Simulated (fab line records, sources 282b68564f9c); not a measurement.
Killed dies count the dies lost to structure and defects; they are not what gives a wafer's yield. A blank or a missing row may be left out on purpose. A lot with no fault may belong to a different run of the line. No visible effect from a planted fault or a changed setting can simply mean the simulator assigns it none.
fab line records    flow ritCmos    part 1 of 2: steps 1 to 32 of 33
[record] lots = 5  wafers = 23
route steps=202 shown PWELL@47 NRETRO@54 PRETRO@65 GATE@91 NLDD@104 PLDD@116 SPACER@128 NSD@138 PSD@144 M1@202
startH: hours from the record's first day to the start of the lot's first wafer shown    waitH: time in hours since the lot's previous step    " identical to the entry in the row above    L1.1+2: a row that stands for several wafers    - no value, or no start was given    * or withheld: withheld    < > ~ a bound
route shown NAME@n: a module of which the file shows steps, and the number in the route of the first    usual: mean/standard deviation taken from wafers without a fault    same: alike in all rows    chamber/n: place in a boat    sites: each site's reading    _std_site: standard deviation across them    _edge_site: inner sites' mean taken away from outer sites' mean    radiusMm: for every site, how far away it sits from the centre of the wafer    mask NAME#n: copy n    behind: the tool/chamber that last shaped the wafer    hold: reason for holding the lot/hours on hold/outcome of the hold    device: whichever transistor did not switch (one of n, p or np)    end of line: tests run on the same wafers once the route is complete    for a step that has no rows: nothing shown but its recipe    killed: dies lost to structure and defects at the first sort, not the wafer's yield    map: dies across one wafer; x = killed, . = not, _ = none there
set.NAME: the setting the step ran with; set.NAME@STEP: the setting that earlier step ran with    model.NAME: the simulator's own value behind a step, which no gauge read
lots whose settings were changed on purpose; a table a step, a row a wafer
[[steps]]
[step RIT_PWELL_IMPLANT_08]
[recipe] species = B  energyKev = 170  doseCm2 = 7e+13  tiltDeg = 7
lot.wafer   tool          chamber  startH  waitH  set.energyKev  model.implant.rpNm  model.implant.drpNm
L075.1+2+5  implanter-02  0        32.27   0.2    170            499.5               102.9
L077.2+6    implanter-01  0        39.09   0.2    179.3          496.3               104.4
L077.3+4+5  "             0        "       "      170            476.3               102.9
L076.1+2+4  implanter-03  0        39.57   0.2    170            486                 102.9
L076.3+5    "             0        "       "      173.7          494.2               103.5
L078.1+3    implanter-01  0        45.59   0.2    177.8          491.1               104.1
L078.2+5+6  "             0        "       "      170            474.4               102.9
L085.2+3    implanter-03  0        79.55   0.2    161.9          470.2               101.1
L085.4+5+6  "             0        "       "      170            487.6               102.9
[step RIT_NRETRO_COAT_01]
[recipe] resist = NOVOLAK  spinRpm = 2000  resistThkNm = 1300
lot.wafer  tool           chamber  startH  waitH  set.resistThkNm  model.NOVOLAK_of_NRETRO_COAT_01.thkNm
L075.1     lithoTrack-04  0        39.52   0.1    1300             1302
L075.2     "              0        "       "      1300             1297
L075.5     "              0        "       "      1300             1298
L077.2     lithoTrack-02  0        45.04   0.1    1300             1294
L077.3     "              0        "       "      1300             1299
L077.4     "              0        "       "      1300             1291
L077.5     "              0        "       "      1300             1298
L077.6     "              0        "       "      1300             1296
L076.1     lithoTrack-03  0        45.43   0.1    1234             1225
L076.2+3   "              0        "       "      1234             1226
L076.4     "              0        "       "      1300             1292
L076.5     "              0        "       "      1300             1294
L078.1     lithoTrack-03  0        53.06   0.1    1300             1297
L078.2     "              0        "       "      1361             1359
L078.3     "              0        "       "      1300             1300
L078.5     "              0        "       "      1361             1356
L078.6     "              0        "       "      1300             1295
L085.2+5   lithoTrack-02  0        87.15   0.1    1300             1299
L085.3+6   "              0        "       "      1257             1258
L085.4     "              0        "       "      1300             1298
[step RIT_NRETRO_SOFTBAKE_02]
[recipe] resist = NOVOLAK  tempC = 90  timeS = 60
[step RIT_NRETRO_EXPOSE_03]
[recipe] maskId = M4  na = 0.57  targetCdNm = 43900  doseMj = 250
[step RIT_NRETRO_DEVELOP_05]
[recipe] resist = NOVOLAK  developTimeS = 68  devTempC = 23
[step RIT_NRETRO_HARDBAKE_07]
[recipe] resist = NOVOLAK  tempC = 140  timeS = 120
lot.wafer  tool           chamber  startH  waitH  set.resistThkNm@NRETRO_COAT_01  model.NOVOLAK_of_NRETRO_COAT_01.thkNm
L075.1     lithoTrack-04  0        40.28   0.0    1300                            1139
L075.2+5   "              0        "       "      1300                            1135
L077.2     lithoTrack-03  0        45.83   0.1    1300                            1132
L077.3     "              0        "       "      1300                            1136
L077.4     "              0        "       "      1300                            1129
L077.5     "              0        "       "      1300                            1135
L077.6     "              0        "       "      1300                            1134
L076.1     lithoTrack-04  0        46.32   0.0    1234                            1072
L076.2+3   "              0        "       "      1234                            1073
L076.4     "              0        "       "      1300                            1130
L076.5     "              0        "       "      1300                            1132
L078.1     lithoTrack-03  0        53.83   0.0    1300                            1134
L078.2     "              0        "       "      1361                            1188
L078.3     "              0        "       "      1300                            1137
L078.5     "              0        "       "      1361                            1185
L078.6     "              0        "       "      1300                            1132
L085.2+5   lithoTrack-03  0        87.93   0.1    1300                            1136
L085.3+6   "              0        "       "      1257                            1101
L085.4     "              0        "       "      1300                            1135
[step RIT_NRETRO_IMPLANT_08]
[recipe] species = P  energyKev = 70  doseCm2 = 1e+13  tiltDeg = 7
lot.wafer       tool          chamber  startH  waitH  set.energyKev  model.implant.rpNm  model.implant.drpNm
L075.1+2+5      implanter-04  0        40.53   0.2    70             87.14               33.94
L077.2+3+4+5+6  implanter-02  0        46.06   0.2    70             82.82               33.94
L076.1+3        implanter-04  0        46.57   0.2    70             83.44               33.94
L076.2+4+5      "             0        "       "      73.62          87.87               35.41
L078.1+6        implanter-02  0        54.08   0.2    70             84.93               33.94
L078.2+3+5      "             0        "       "      67.99          82.43               33.11
L085.2+5+6      implanter-02  0        88.17   0.2    70             87.19               33.94
L085.3+4        "             0        "       "      73.01          91.04               35.16
[step RIT_PRETRO_COAT_01]
[recipe] resist = NOVOLAK  spinRpm = 2000  resistThkNm = 1300
lot.wafer  tool           chamber  startH  waitH  set.spinRpm  model.NOVOLAK_of_PRETRO_COAT_01.thkNm
L075.1     lithoTrack-02  0        41.07   0.1    2000         1292
L075.2     "              0        "       "      2000         1297
L075.5     "              0        "       "      2000         1291
L077.2     lithoTrack-02  0        46.60   0.1    2000         1297
L077.3     "              0        "       "      2000         1299
L077.4     "              0        "       "      2000         1298
L077.5     "              0        "       "      2000         1293
L077.6     "              0        "       "      2000         1296
L076.1     lithoTrack-04  0        47.10   0.1    2000         1299
L076.2     "              0        "       "      2000         1301
L076.3+4   "              0        "       "      2133         1260
L076.5     "              0        "       "      2000         1300
L078.1     lithoTrack-02  0        54.61   0.1    1955         1314
L078.2     "              0        "       "      1955         1313
L078.3     "              0        "       "      1955         1316
L078.5     "              0        "       "      2000         1301
L078.6     "              0        "       "      2000         1299
L085.2+3   lithoTrack-04  0        88.70   0.1    1890         1335
L085.4     "              0        "       "      2000         1301
L085.5     "              0        "       "      2000         1296
L085.6     "              0        "       "      1890         1336
[step RIT_PRETRO_SOFTBAKE_02]
[recipe] resist = NOVOLAK  tempC = 90  timeS = 60
[step RIT_PRETRO_EXPOSE_03]
[recipe] maskId = M5  na = 0.57  targetCdNm = 43700  doseMj = 250
[step RIT_PRETRO_DEVELOP_05]
[recipe] resist = NOVOLAK  developTimeS = 68  devTempC = 23
[step RIT_PRETRO_HARDBAKE_07]
[recipe] resist = NOVOLAK  tempC = 140  timeS = 120
lot.wafer  tool           chamber  startH  waitH  set.spinRpm@PRETRO_COAT_01  model.NOVOLAK_of_PRETRO_COAT_01.thkNm
L075.1     lithoTrack-01  0        41.96   0.0    2000                        1130
L075.2     "              0        "       "      2000                        1134
L075.5     "              0        "       "      2000                        1129
L077.2+6   lithoTrack-01  0        47.51   0.1    2000                        1134
L077.3     "              0        "       "      2000                        1136
L077.4     "              0        "       "      2000                        1135
L077.5     "              0        "       "      2000                        1131
L076.1     lithoTrack-04  0        47.87   0.0    2000                        1136
L076.2     "              0        "       "      2000                        1138
L076.3+4   "              0        "       "      2133                        1102
L076.5     "              0        "       "      2000                        1137
L078.1     lithoTrack-01  0        55.57   0.1    1955                        1149
L078.2     "              0        "       "      1955                        1148
L078.3     "              0        "       "      1955                        1151
L078.5     "              0        "       "      2000                        1137
L078.6     "              0        "       "      2000                        1136
L085.2+3   lithoTrack-04  0        89.61   0.1    1890                        1167
L085.4     "              0        "       "      2000                        1137
L085.5     "              0        "       "      2000                        1133
L085.6     "              0        "       "      1890                        1168
[step RIT_PRETRO_IMPLANT_08]
[recipe] species = B  energyKev = 45  doseCm2 = 1.2e+13  tiltDeg = 7
lot.wafer   tool          chamber  startH  waitH  set.energyKev  model.implant.rpNm  model.implant.drpNm
L075.1+2+5  implanter-03  0        42.21   0.2    45             142.5               55.07
L077.2+4+6  implanter-03  0        47.74   0.2    42.89          137.5               53.51
L077.3+5    "             0        "       "      45             143.9               55.07
L076.1+5    implanter-02  0        48.12   0.2    45             144.2               55.07
L076.2+3+4  "             0        "       "      42.75          137.3               53.41
L078.1+5+6  implanter-03  0        55.82   0.2    47.68          150.8               56.98
L078.2+3    "             0        "       "      45             142.8               55.07
L085.2+5    implanter-04  0        89.84   0.2    45             146.4               55.07
L085.3+4+6  "             0        "       "      44.3           144.2               54.56
[step RIT_GATE_DEVELOP_15]
[recipe] resist = NOVOLAK  developTimeS = 50  devTempC = 23
lot.wafer       tool           chamber  startH  waitH  set.developTimeS
L075.1+2+5      lithoTrack-01  0        -       -      50
L077.2+3+4      lithoTrack-03  0        -       -      43.84
L077.5+6        "              0        "       "      50
L076.1+4+5      lithoTrack-03  0        -       -      50
L076.2+3        "              0        "       "      54.78
L078.1+2+3+5+6  lithoTrack-01  0        -       -      50
L085.2+4+6      lithoTrack-04  0        -       -      54.36
L085.3+5        "              0        "       "      50
[step RIT_GATE_HARDBAKE_18]
[recipe] resist = NOVOLAK  tempC = 140  timeS = 60
[step RIT_GATE_ETCH_19]
[recipe] chemistry = SF6/CHF3/O2  timeS = 165  SF6_flow_sccm = 30  CHF3_flow_sccm = 30  O2_flow_sccm = 5  target = poly-Si  pressureMtorr = 40  rfW = 160  targetDepthA = 3125  overEtchFrac = 0.25  stopOn = SiO2
lot.wafer   tool      chamber  startH  waitH  set.developTimeS@GATE_DEVELOP_15  model.GATE.cdNm
L075.1      rieSi-02  1        50.22   0.1    50                                150
L075.2      "         3        "       "      50                                152.9
L075.5      "         1        "       "      50                                151.8
L077.2+3+4  rieSi-01  2,1,2    56.92   0.1    43.84                             -
L077.5      "         1        "       "      50                                151.2
L077.6      "         2        "       "      50                                153.3
L076.1      rieSi-02  0        57.21   0.1    50                                150.2
L076.2      "         3        "       "      54.78                             134.8
L076.3      "         2        "       "      54.78                             136.3
L076.4      "         1        "       "      50                                147.8
L076.5      "         2        "       "      50                                150.8
L078.1      rieSi-01  1        63.71   0.1    50                                148.1
L078.2+6    "         3,2      "       "      50                                149.8
L078.3      "         0        "       "      50                                150.4
L078.5      "         1        "       "      50                                150.9
L085.2      rieSi-02  2        100.97  0.1    54.36                             133.3
L085.3      "         1        "       "      50                                151
L085.4      "         3        "       "      54.36                             132.6
L085.5      "         3        "       "      50                                148.8
L085.6      "         0        "       "      54.36                             134.4
[step RIT_NLDD_COAT_01]
[recipe] resist = NOVOLAK  spinRpm = 3250  resistThkNm = 1000
lot.wafer  tool           chamber  startH  waitH  set.resistThkNm  model.NOVOLAK_of_NLDD_COAT_01.thkNm
L075.1     lithoTrack-02  0        55.06   0.1    1000             998.8
L075.2     "              0        "       "      1000             997.2
L075.5     "              0        "       "      1000             999.6
L077.2     lithoTrack-02  0        60.58   0.1    969.6            971.7
L077.3+6   "              0        "       "      1000             1003
L077.4     "              0        "       "      969.6            972.8
L077.5     "              0        "       "      1000             1001
L076.1     lithoTrack-02  0        62.20   0.1    1000             999.7
L076.2     "              0        "       "      1000             999.4
L076.3     "              0        "       "      1000             1000
L076.4     "              0        "       "      1000             998.7
L076.5     "              0        "       "      1000             1001
L078.1     lithoTrack-03  0        68.40   0.1    1000             998.7
L078.2     "              0        "       "      1000             1001
L078.3     "              0        "       "      1000             998.2
L078.5     "              0        "       "      1000             1000
L078.6     "              0        "       "      1000             1002
L085.2+5   lithoTrack-03  0        105.01  0.1    1035             1031
L085.3     "              0        "       "      1000             996.6
L085.4     "              0        "       "      1035             1032
L085.6     "              0        "       "      1000             996.9
[step RIT_NLDD_SOFTBAKE_02]
[recipe] resist = NOVOLAK  tempC = 90  timeS = 60
[step RIT_NLDD_EXPOSE_03]
[recipe] maskId = M7  na = 0.57  targetCdNm = 40700  doseMj = 250
[step RIT_NLDD_DEVELOP_05]
[recipe] resist = NOVOLAK  developTimeS = 50  devTempC = 23
[step RIT_NLDD_HARDBAKE_07]
[recipe] resist = NOVOLAK  tempC = 140  timeS = 60
lot.wafer  tool           chamber  startH  waitH  set.resistThkNm@NLDD_COAT_01  model.NOVOLAK_of_NLDD_COAT_01.thkNm
L075.1     lithoTrack-02  0        55.87   0.0    1000                          882.8
L075.2     "              0        "       "      1000                          881.4
L075.5     "              0        "       "      1000                          883.5
L077.2     lithoTrack-03  0        61.44   0.0    969.6                         859
L077.3     "              0        "       "      1000                          886.4
L077.4     "              0        "       "      969.6                         859.9
L077.5     "              0        "       "      1000                          884.9
L077.6     "              0        "       "      1000                          886.7
L076.1     lithoTrack-01  0        62.97   0.1    1000                          883.5
L076.2     "              0        "       "      1000                          883.3
L076.3     "              0        "       "      1000                          883.9
L076.4     "              0        "       "      1000                          882.7
L076.5     "              0        "       "      1000                          884.8
L078.1     lithoTrack-02  0        69.26   0.0    1000                          882.7
L078.2     "              0        "       "      1000                          884.6
L078.3     "              0        "       "      1000                          882.1
L078.5     "              0        "       "      1000                          884
L078.6     "              0        "       "      1000                          885.4
L085.2+5   lithoTrack-02  0        105.75  0.0    1035                          910.6
L085.3     "              0        "       "      1000                          880.8
L085.4     "              0        "       "      1035                          911.9
L085.6     "              0        "       "      1000                          881.1
[step RIT_NLDD_IMPLANT_08]
[recipe] species = P  energyKev = 20  doseCm2 = 5e+14  tiltDeg = 7
lot.wafer       tool          chamber  startH  waitH  set.doseCm2
L075.1+2+5      implanter-04  0        56.02   0.1    5e+14
L077.2+3+6      implanter-01  0        61.59   0.1    5e+14
L077.4+5        "             0        "       "      5.136e+14
L076.1+2+3+4+5  implanter-01  0        63.12   0.1    5e+14
L078.1+3        implanter-04  0        69.41   0.1    5e+14
L078.2+5+6      "             0        "       "      5.097e+14
L085.2+6        implanter-01  0        105.90  0.1    4.882e+14
L085.3+4+5      "             0        "       "      5e+14
[step RIT_PLDD_SOFTBAKE_02]
[recipe] resist = NOVOLAK  tempC = 90  timeS = 60
lot.wafer   tool           chamber  startH  waitH  set.tempC
L075.1+2+5  lithoTrack-02  0        56.73   0.1    90
L077.2+4+5  lithoTrack-03  0        62.28   0.1    90
L077.3+6    "              0        "       "      92.4
L076.1+3+5  lithoTrack-03  0        63.80   0.1    93.16
L076.2+4    "              0        "       "      90
L078.1+2    lithoTrack-03  0        70.19   0.1    90
L078.3+5+6  "              0        "       "      88.38
L085.2+3    lithoTrack-02  0        106.58  0.1    90
L085.4+5+6  "              0        "       "      92.83
[step RIT_PLDD_EXPOSE_03]
[recipe] maskId = M8  na = 0.57  targetCdNm = 40900  doseMj = 250
[step RIT_PLDD_PEB_04]
[recipe] resist = NOVOLAK  tempC = withheld  timeS = withheld
[step RIT_PLDD_DEVELOP_05]
[recipe] resist = NOVOLAK  developTimeS = 50  devTempC = 23
lot.wafer  tool           chamber  startH  waitH  set.tempC@PLDD_SOFTBAKE_02  model.NOVOLAK_of_PLDD_COAT_01.thkNm
L075.1     lithoTrack-03  0        -       -      90                          999.6
L075.2     "              0        "       "      90                          998.9
L075.5     "              0        "       "      90                          997.7
L077.2     lithoTrack-03  0        -       -      90                          1001
L077.3     "              0        "       "      92.4                        991.2
L077.4     "              0        "       "      90                          1005
L077.5     "              0        "       "      90                          999.7
L077.6     "              0        "       "      92.4                        995.6
L076.1     lithoTrack-04  0        -       -      93.16                       988.4
L076.2     "              0        "       "      90                          999.4
L076.3     "              0        "       "      93.16                       988.9
L076.4     "              0        "       "      90                          998.5
L076.5     "              0        "       "      93.16                       986.6
L078.1     lithoTrack-04  0        -       -      90                          1002
L078.2     "              0        "       "      90                          997.9
L078.3     "              0        "       "      88.38                       1000
L078.5     "              0        "       "      88.38                       1005
L078.6     "              0        "       "      88.38                       1001
L085.2     lithoTrack-02  0        -       -      90                          999.5
L085.3     "              0        "       "      90                          996.4
L085.4     "              0        "       "      92.83                       988.9
L085.5     "              0        "       "      92.83                       992.3
L085.6     "              0        "       "      92.83                       992.4
[step RIT_PLDD_IMPLANT_08]
[recipe] species = BF2  energyKev = 20  doseCm2 = 9e+14  tiltDeg = 7
lot.wafer       tool          chamber  startH  waitH  set.energyKev  model.implant.rpNm  model.implant.drpNm
L075.1+2+5      implanter-02  0        57.66   0.1    20             17.3                9.752
L077.2+5+6      implanter-03  0        63.39   0.1    20.35          17.31               9.871
L077.3+4        "             0        "       "      20             17.08               9.752
L076.1+4        implanter-01  0        64.54   0.1    20             17.31               9.752
L076.2+3+5      "             0        "       "      19.03          16.65               9.417
L078.1+3+6      implanter-02  0        71.01   0.1    20             16.74               9.752
L078.2+5        "             0        "       "      18.98          16.07               9.399
L085.2+3+4+5+6  implanter-02  0        107.44  0.1    20             17.42               9.752
[step RIT_SPACER_CVD_03]
[recipe] material = Si3N4  targetThkNm = 250  tempC = 810  precursor = SiH2Cl2/NH3  timeS = 3300  pressureMtorr = 300  sih2cl2FlowSccm = 60  nh3FlowSccm = 150
lot.wafer  tool      chamber  startH  waitH  set.sih2cl2FlowSccm  model.Si3N4_of_SPACER_CVD_03.thkNm
L075.1     lpcvd-01  0        58.43   0.0    60                   250.7
L075.2     "         0        "       "      60                   250
L075.5     "         0        "       "      60                   252
L077.2     -         -        -       0.0    68.65                259.4
L077.3     "         -        "       "      68.65                258.6
L077.4     "         -        "       "      68.65                260.2
L077.5     "         -        "       "      68.65                257.3
L077.6     "         -        "       "      68.65                260.1
L076.1     -         -        -       0.1    60                   243.7
L076.2     "         -        "       "      60                   247.5
L076.3     "         -        "       "      60                   245.3
L076.4     "         -        "       "      60                   245.8
L076.5     "         -        "       "      60                   242.8
L078.1     -         -        -       0.2    66.01                257.6
L078.2     "         -        "       "      66.01                257.7
L078.3     "         -        "       "      66.01                257.5
L078.5     "         -        "       "      66.01                256.6
L078.6     "         -        "       "      66.01                258.8
L085.2     -         -        -       0.0    52.98                237.1
L085.3     "         -        "       "      52.98                239.9
L085.4     "         -        "       "      52.98                240.9
L085.5     "         -        "       "      52.98                240.3
L085.6     "         -        "       "      52.98                236.4
[step RIT_SPACER_THK_MEAS_04]
[recipe] reads = Si3N4_of_SPACER_CVD_03
[usual] SPACER_NITRIDE_THK = 248.8/1.9
lot.wafer  tool          chamber  startH  waitH  set.sih2cl2FlowSccm@SPACER_CVD_03  SPACER_NITRIDE_THK[nm]
L075.1     filmMetro-03  -        60.34   0.0    60                                 250.7
L075.2     "             -        "       "      60                                 250.1
L075.5     "             -        "       "      60                                 252.1
L077.2     filmMetro-01  -        -       -      68.65                              259.3
L077.3     "             -        "       "      68.65                              258.8
L077.4     "             -        "       "      68.65                              260.2
L077.5     "             -        "       "      68.65                              257.4
L077.6     "             -        "       "      68.65                              260.2
L076.1     filmMetro-03  -        -       -      60                                 243.7
L076.2     "             -        "       "      60                                 247.6
L076.3     "             -        "       "      60                                 245.3
L076.4     "             -        "       "      60                                 245.8
L076.5     "             -        "       "      60                                 242.5
L078.1     filmMetro-04  -        -       -      66.01                              257.7
L078.2     "             -        "       "      66.01                              257.8
L078.3     "             -        "       "      66.01                              257.3
L078.5     "             -        "       "      66.01                              256.7
L078.6     "             -        "       "      66.01                              258.6
L085.2     filmMetro-03  -        -       -      52.98                              237.1
L085.3     "             -        "       "      52.98                              240.1
L085.4     "             -        "       "      52.98                              241.0
L085.5     "             -        "       "      52.98                              240.4
L085.6     "             -        "       "      52.98                              236.3
[step RIT_SPACER_ETCHBACK_05]
[recipe] targetDepthA = 2500  SF6_flow_sccm = 30  CHF3_flow_sccm = 30  target = Si3N4  chemistry = SF6/CHF3  pressureMtorr = 40  rfW = 250  timeS = 240  stopOn = SiO2
lot.wafer  tool        chamber  startH  waitH  set.sih2cl2FlowSccm@SPACER_CVD_03  model.etch.depthNm
L075.1     rieDiel-02  1        60.40   0.1    60                                 250.7
L075.2     "           0        "       "      60                                 250
L075.5     "           0        "       "      60                                 252
L077.2     rieDiel-02  0        67.05   0.0    68.65                              259.4
L077.3     "           2        "       "      68.65                              258.6
L077.4     "           1        "       "      68.65                              260.2
L077.5     "           1        "       "      68.65                              257.3
L077.6     "           0        "       "      68.65                              260.1
L076.1     rieDiel-03  3        67.38   0.1    60                                 243.7
L076.2     "           2        "       "      60                                 247.5
L076.3     "           1        "       "      60                                 245.3
L076.4     "           0        "       "      60                                 245.8
L076.5     "           1        "       "      60                                 242.8
L078.1     rieDiel-04  1        73.97   0.1    66.01                              257.6
L078.2     "           3        "       "      66.01                              257.7
L078.3     "           2        "       "      66.01                              257.5
L078.5     "           0        "       "      66.01                              256.6
L078.6     "           3        "       "      66.01                              258.8
L085.2     rieDiel-03  0        110.15  0.0    52.98                              237.1
L085.3     "           3        "       "      52.98                              239.9
L085.4     "           2        "       "      52.98                              240.9
L085.5     "           1        "       "      52.98                              240.3
L085.6     "           0        "       "      52.98                              236.4
[step RIT_NSD_HARDBAKE_07]
[recipe] resist = NOVOLAK  tempC = 140  timeS = 60
lot.wafer  tool           chamber  startH  waitH  set.tempC  model.NOVOLAK_of_NSD_COAT_01.thkNm
L075.1     lithoTrack-02  0        61.53   0.0    140        885.6
L075.2     "              0        "       "      140        886.2
L075.5     "              0        "       "      140        886.1
L077.2     lithoTrack-02  0        68.11   0.0    140        881.9
L077.3     "              0        "       "      142.4      877.2
L077.4     "              0        "       "      142.4      877.6
L077.5     "              0        "       "      140        885
L077.6     "              0        "       "      142.4      877.5
L076.1     lithoTrack-02  0        68.56   0.2    140        882.2
L076.2     "              0        "       "      140        885.5
L076.3     "              0        "       "      140        882.8
L076.4     "              0        "       "      140        881.8
L076.5     "              0        "       "      140        881.3
L078.1     lithoTrack-01  0        75.17   0.2    144.1      882.3
L078.2+6   "              0        "       "      144.1      879.6
L078.3     "              0        "       "      140        885.5
L078.5     "              0        "       "      140        884.9
L085.2     lithoTrack-02  0        111.42  0.0    140        882.4
L085.3     "              0        "       "      140        882.7
L085.4     "              0        "       "      140        881.9
L085.5     "              0        "       "      136        888.2
L085.6     "              0        "       "      136        891.9
[step RIT_PSD_SOFTBAKE_02]
[recipe] resist = NOVOLAK  tempC = 90  timeS = 60
lot.wafer   tool           chamber  startH  waitH  set.timeS
L075.1+2+5  lithoTrack-01  0        62.37   0.1    60
L077.2+3+4  lithoTrack-04  0        68.96   0.1    56.15
L077.5+6    "              0        "       "      60
L076.1+2+3  lithoTrack-03  0        69.39   0.1    60
L076.4+5    "              0        "       "      53.79
L078.1+2+5  lithoTrack-03  0        76.01   0.1    53.16
L078.3+6    "              0        "       "      60
L085.2+4+6  lithoTrack-01  0        112.25  0.1    57.43
L085.3+5    "              0        "       "      60
[[key]]
[split] step = RIT_PWELL_IMPLANT_08  setting = energyKev  stated = 170  by = wafer
[response] step = RIT_PWELL_IMPLANT_08  reading = model.implant.rpNm  change = +3.66  per = 1%  r = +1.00
[response] step = RIT_PWELL_IMPLANT_08  reading = model.implant.drpNm  change = +0.301  per = 1%  r = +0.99
[split] step = RIT_NRETRO_COAT_01  setting = resistThkNm  stated = 1300  by = wafer
[response] step = RIT_NRETRO_COAT_01  reading = model.NOVOLAK_of_NRETRO_COAT_01.thkNm  change = +13  per = 1%  r = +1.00
[response] step = RIT_NRETRO_HARDBAKE_07  reading = model.NOVOLAK_of_NRETRO_COAT_01.thkNm  change = +11.2  per = 1%  r = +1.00
[split] step = RIT_NRETRO_IMPLANT_08  setting = energyKev  stated = 70  by = wafer
[response] step = RIT_NRETRO_IMPLANT_08  reading = model.implant.rpNm  change = +0.873  per = 1%  r = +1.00
[response] step = RIT_NRETRO_IMPLANT_08  reading = model.implant.drpNm  change = +0.285  per = 1%  r = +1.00
[split] step = RIT_PRETRO_COAT_01  setting = spinRpm  stated = 2000  by = wafer
[response] step = RIT_PRETRO_COAT_01  reading = model.NOVOLAK_of_PRETRO_COAT_01.thkNm  change = -6.35  per = 1%  r = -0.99
[response] step = RIT_PRETRO_HARDBAKE_07  reading = model.NOVOLAK_of_PRETRO_COAT_01.thkNm  change = -5.47  per = 1%  r = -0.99
[split] step = RIT_PRETRO_IMPLANT_08  setting = energyKev  stated = 45  by = wafer
[response] step = RIT_PRETRO_IMPLANT_08  reading = model.implant.rpNm  change = +1.36  per = 1%  r = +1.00
[response] step = RIT_PRETRO_IMPLANT_08  reading = model.implant.drpNm  change = +0.327  per = 1%  r = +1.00
[split] step = RIT_GATE_DEVELOP_15  setting = developTimeS  stated = 50  by = wafer
[response] step = RIT_GATE_ETCH_19  reading = model.GATE.cdNm  change = -1.66  per = 1%  r = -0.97
[response] step = RIT_M1_PROBE_99  reading = model.etest.nmos_0p15.rOnOhmUm  change = -9.45  per = 1%  r = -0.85
[response] step = RIT_M1_PROBE_99  reading = model.etest.nmos_0p15.driveUaUm  change = +7  per = 1%  r = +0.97
[response] step = RIT_M1_PROBE_99  reading = model.etest.pmos_0p3.rOnOhmUm  change = -32.9  per = 1%  r = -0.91
[response] step = RIT_M1_PROBE_99  reading = model.etest.pmos_0p15.rOnOhmUm  change = -37.7  per = 1%  r = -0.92
[response] step = RIT_M1_PROBE_99  reading = model.etest.nmos_0p3.rOnOhmUm  change = -9.53  per = 1%  r = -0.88
[response] step = RIT_M1_PROBE_99  reading = model.etest.npolyLine.lineOhmUm  change = +3.26  per = 1%  r = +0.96
[response] step = RIT_M1_PROBE_99  reading = model.etest.ppolyLine.lineOhmUm  change = +3.18  per = 1%  r = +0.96
[split] step = RIT_NLDD_COAT_01  setting = resistThkNm  stated = 1000  by = wafer
[response] step = RIT_NLDD_COAT_01  reading = model.NOVOLAK_of_NLDD_COAT_01.thkNm  change = +9.88  per = 1%  r = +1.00
[response] step = RIT_NLDD_HARDBAKE_07  reading = model.NOVOLAK_of_NLDD_COAT_01.thkNm  change = +8.65  per = 1%  r = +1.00
[split] step = RIT_NLDD_IMPLANT_08  setting = doseCm2  stated = 5e+14  by = wafer
response none in this file
[split] step = RIT_PLDD_SOFTBAKE_02  setting = tempC  stated = 90  by = wafer
[response] step = RIT_PLDD_DEVELOP_05  reading = model.NOVOLAK_of_PLDD_COAT_01.thkNm  change = -2.64  per = 1%  r = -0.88
[split] step = RIT_PLDD_IMPLANT_08  setting = energyKev  stated = 20  by = wafer
[response] step = RIT_PLDD_IMPLANT_08  reading = model.implant.rpNm  change = +0.133  per = 1%  r = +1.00
[response] step = RIT_PLDD_IMPLANT_08  reading = model.implant.drpNm  change = +0.069  per = 1%  r = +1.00
[response] step = RIT_M1_PROBE_99  reading = model.etest.pldd.rsOhmSq  change = -10.3  per = 1%  r = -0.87
[split] step = RIT_SPACER_CVD_03  setting = sih2cl2FlowSccm  stated = 60  by = lot
[response] step = RIT_SPACER_CVD_03  reading = model.Si3N4_of_SPACER_CVD_03.thkNm  change = +0.816  per = 1%  r = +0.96
[response] step = RIT_SPACER_THK_MEAS_04  reading = SPACER_NITRIDE_THK  change = +0.815  per = 1%  r = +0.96
[response] step = RIT_SPACER_ETCHBACK_05  reading = model.etch.depthNm  change = +0.816  per = 1%  r = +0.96
[split] step = RIT_NSD_HARDBAKE_07  setting = tempC  stated = 140  by = wafer
[response] step = RIT_NSD_HARDBAKE_07  reading = model.NOVOLAK_of_NSD_COAT_01.thkNm  change = -2.35  per = 1%  r = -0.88
[split] step = RIT_PSD_SOFTBAKE_02  setting = timeS  stated = 60  by = wafer
[response] step = RIT_M1_PROBE_99  reading = killedAtFrontEnd  shape = bent  atLowest = 7.3  atStated = 6  atHighest = 6
[response] step = RIT_M1_PROBE_99  reading = killedDies  shape = bent  atLowest = 7.3  atStated = 6.1  atHighest = 6.1
